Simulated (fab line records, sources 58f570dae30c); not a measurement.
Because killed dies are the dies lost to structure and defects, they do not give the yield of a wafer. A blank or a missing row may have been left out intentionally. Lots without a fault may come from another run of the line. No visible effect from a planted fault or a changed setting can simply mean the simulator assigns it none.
Which tool did it? || flow berkeley_cmos170 || 7 lots, 21 wafers sampled, at 3 steps of a route of 331

WHAT THE GAUGES READ, wafer by wafer
UCB170_V1_OVL_MEAS_13.
{"lot": "L497", "measured": "day 7 15:55", "on": "overlay-01", "V1_OVL (nm)": "-8 -4 -5"}
{"lot": "L495", "measured": "day 7 17:22", "on": "overlay-02", "V1_OVL (nm)": "-1 -5 1"}
{"lot": "L499", "measured": "day 8 07:55", "on": "overlay-01", "V1_OVL (nm)": "- - -"}
{"lot": "L504", "measured": "day 9 13:55", "on": "overlay-01", "V1_OVL (nm)": "6 -1 1"}
{"lot": "L509", "measured": "day 10 19:02", "on": "overlay-02", "V1_OVL (nm)": "15 10 2"}
{"lot": "L514", "measured": "day 12 04:14", "on": "overlay-02", "V1_OVL (nm)": "-1 -4 5"}
{"lot": "L516", "measured": "day 12 15:06", "on": "overlay-02", "V1_OVL (nm)": "2 3 1"}

EACH LOT AND THE TOOL THAT RAN IT (in order: tool; ch and the chambers of the sampled wafers; start)
{"lot": "L497", "UCB170_V1_CMP_02": "cmp-01 ch 0,2,3, day 7 14:01", "UCB170_V1_DEVELOP_11": "litho_track-01 ch 0, day 7 15:00"}
{"lot": "L495", "UCB170_V1_CMP_02": "cmp-01 ch 0,3, day 7 14:34", "UCB170_V1_DEVELOP_11": "litho_track-04 ch 0, day 7 17:00"}
{"lot": "L499", "UCB170_V1_CMP_02": "cmp-02 ch 0,1,3, day 8 05:47", "UCB170_V1_DEVELOP_11": "litho_track-04, day 8 07:00"}
{"lot": "L504", "UCB170_V1_CMP_02": "cmp-02 ch 1,2,3, day 9 12:04", "UCB170_V1_DEVELOP_11": "litho_track-04 ch 0, day 9 13:00"}
{"lot": "L509", "UCB170_V1_CMP_02": "cmp-01 ch 0,1,3, day 10 16:49", "UCB170_V1_DEVELOP_11": "litho_track-04 ch 0, day 10 18:00"}
{"lot": "L514", "UCB170_V1_CMP_02": "cmp-01 ch 0,1,3, day 12 02:07", "UCB170_V1_DEVELOP_11": "litho_track-01 ch 0, day 12 04:00"}
{"lot": "L516", "UCB170_V1_CMP_02": "cmp-02 ch 1,2, day 12 13:06", "UCB170_V1_DEVELOP_11": "litho_track-04 ch 0, day 12 14:00"}
- UCB170_V1_CMP_02: polishes SiO2.
- UCB170_V1_DEVELOP_11: develop time 45 s.

THE ANSWER, worked out from the rows above alone
Rule: the usual values come from the lots themselves. The widest of any qualifying gaps counts: lots, ordered by their means at a reading, are off when they make up no more than a third of the lots, leave a main group of 4 or more, and stand apart from it by 3 or more times the standard deviation of that group's means. The tables above print the reading to a certain number of digits; a main group whose means all agree to those digits is not used. A lot without any number at a reading at which 4 lots or more have one is off too. All remaining lots with rows at the step are treated as sound.
Off: at UCB170_V1_OVL_MEAS_13 (V1_OVL), L499. Without a number there: L499. The main group has a mean of 1 nm with a standard deviation of 4.4.
If a tool, at a process step before that reading, ran all the lots that are off and no sound lot after the first of them, it fits. The gauges at UCB170_V1_OVL_MEAS_13 are tried like those tools. None of those tried fits.

WHAT HAD BEEN PUT IN BY THE SIMULATOR
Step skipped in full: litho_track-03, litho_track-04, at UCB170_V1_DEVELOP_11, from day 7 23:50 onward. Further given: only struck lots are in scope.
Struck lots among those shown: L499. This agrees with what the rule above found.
